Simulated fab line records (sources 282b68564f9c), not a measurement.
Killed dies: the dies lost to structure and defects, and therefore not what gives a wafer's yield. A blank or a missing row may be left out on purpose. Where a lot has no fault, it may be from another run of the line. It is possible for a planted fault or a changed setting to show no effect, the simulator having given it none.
Split-lot study | flow rit-cmos | route with 202 steps; 5 lots, 23 wafers read

== SPLIT DETAILS ==
At RIT_NWELL_IMPLANT_08, the setting dose-cm2 was moved away from the recipe's 5e+13 on 8 of the 23 wafers read, by -2.9% to +5.7%. For the rest of the wafers, this setting stayed at what the recipe calls for.

== FROM THE SPLIT TO THE READING: what the file shows between them, 3 steps ==
- RIT_PWELL_DEVELOP_05: develop time 68 s (also split here: dev-temp-c)
- RIT_PWELL_HARDBAKE_07: time 120 s
- RIT_WELLDRIVE_ANNEAL_00: time 14700 s

== THE READING ==
NWELL_RS, in ohm/sq, at RIT_WELLDRIVE_RS_MEAS_01 (measures by four-point-probe). A value of 275.5 ohm/sq with a standard deviation of 0.76 ohm/sq is what fault-free wafers of this fab line usually give.

wafer  | tool, chamber at the split | dose-cm2 as run | against the recipe | NWELL_RS, ohm/sq | against lot-mates on the recipe
L075.1 | implanter-01, 0            | 5e+13           | recipe             | 276.5            | -
L075.3 | implanter-01, 0            | 5e+13           | recipe             | 275.7            | -
L075.5 | implanter-01, 0            | 5e+13           | recipe             | 275.7            | -
L076.2 | implanter-04, 0            | 5e+13           | recipe             | 276.1            | -
L076.3 | implanter-04, 0            | 4.888e+13       | -2.2%              | 279.2            | +3.9
L076.4 | implanter-04, 0            | 4.888e+13       | -2.2%              | 278.6            | +3.3
L076.5 | implanter-04, 0            | 4.888e+13       | -2.2%              | 279.0            | +3.7
L076.6 | implanter-04, 0            | 5e+13           | recipe             | 274.5            | -
L079.1 | implanter-01, 0            | 5e+13           | recipe             | 274.9            | -
L079.2 | implanter-01, 0            | 5e+13           | recipe             | 275.1            | -
L079.4 | implanter-01, 0            | 5e+13           | recipe             | 275.4            | -
L079.5 | implanter-01, 0            | 4.856e+13       | -2.9%              | 280.7            | +5.6
L079.6 | implanter-01, 0            | 4.856e+13       | -2.9%              | 279.0            | +3.9
L083.1 | implanter-02, 0            | 5e+13           | recipe             | 276.6            | -
L083.2 | implanter-02, 0            | 5e+13           | recipe             | 274.6            | -
L083.3 | implanter-02, 0            | 5e+13           | recipe             | 274.9            | -
L083.4 | implanter-02, 0            | 5e+13           | recipe             | 275.6            | -
L083.5 | implanter-02, 0            | 5e+13           | recipe             | 275.5            | -
L085.1 | implanter-02, 0            | 5.285e+13       | +5.7%              | 266.9            | -8.7
L085.2 | implanter-02, 0            | 5e+13           | recipe             | 275.1            | -
L085.4 | implanter-02, 0            | 5.285e+13       | +5.7%              | 265.6            | -10.0
L085.5 | implanter-02, 0            | 5.285e+13       | +5.7%              | 266.1            | -9.5
L085.6 | implanter-02, 0            | 5e+13           | recipe             | 276.1            | -

FIT RESULTS
A straight line over all 23 wafers: NWELL_RS changes by -1.6 ohm/sq for each +1% of dose-cm2; r = -0.99; the points scatter about the line by 0.64 ohm/sq.
The same after taking each lot's own level away (the mean of its wafers on the recipe; 23 wafers): -1.64 ohm/sq for each +1%; r = -0.99; scatter 0.59 ohm/sq.
According to that fit, moving dose-cm2 by its largest amount changes the reading by 9.4 ohm/sq.
The lots' own levels span 275.13 to 275.97 ohm/sq, that is 1.1 times the standard deviation above.
So the lot-to-lot level changes the slope little: the two slopes agree.
Check: with one of the wafers moved furthest among these (+5.7%) left out of the fit, the line predicts -9.65 ohm/sq for it against its lot-mates. Against them it came out at -8.7 ohm/sq.

== ADDITIONAL SPLITS CARRIED BY THESE WAFERS ==
Other splits were also applied to these wafers ahead of the reading. Each is held against what the fit with the lots' levels taken away leaves over:
other split on the same wafers    | wafers away from the commonest value | r with NWELL_RS (lot level and that fit taken away)
RIT_ACTIVE_CVD_03 time-s          | 10                                   | +0.02
RIT_ACTIVE_EXPOSE_08 dose-mj      | 7                                    | +0.00
RIT_ACTIVE_ETCH_13 pressure-mtorr | 15                                   | +0.00
RIT_FOX2_OXIDATION_00 temp-c      | 18                                   | +0.00
RIT_NWELL_COAT_01 resist-thk-nm   | 5                                    | +0.20
RIT_PWELL_DEVELOP_05 dev-temp-c   | 9                                    | -0.01

== THE FILE'S OWN FIT ==
NWELL_RS changes by -1.64 ohm/sq for each +1% of dose-cm2, r = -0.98.
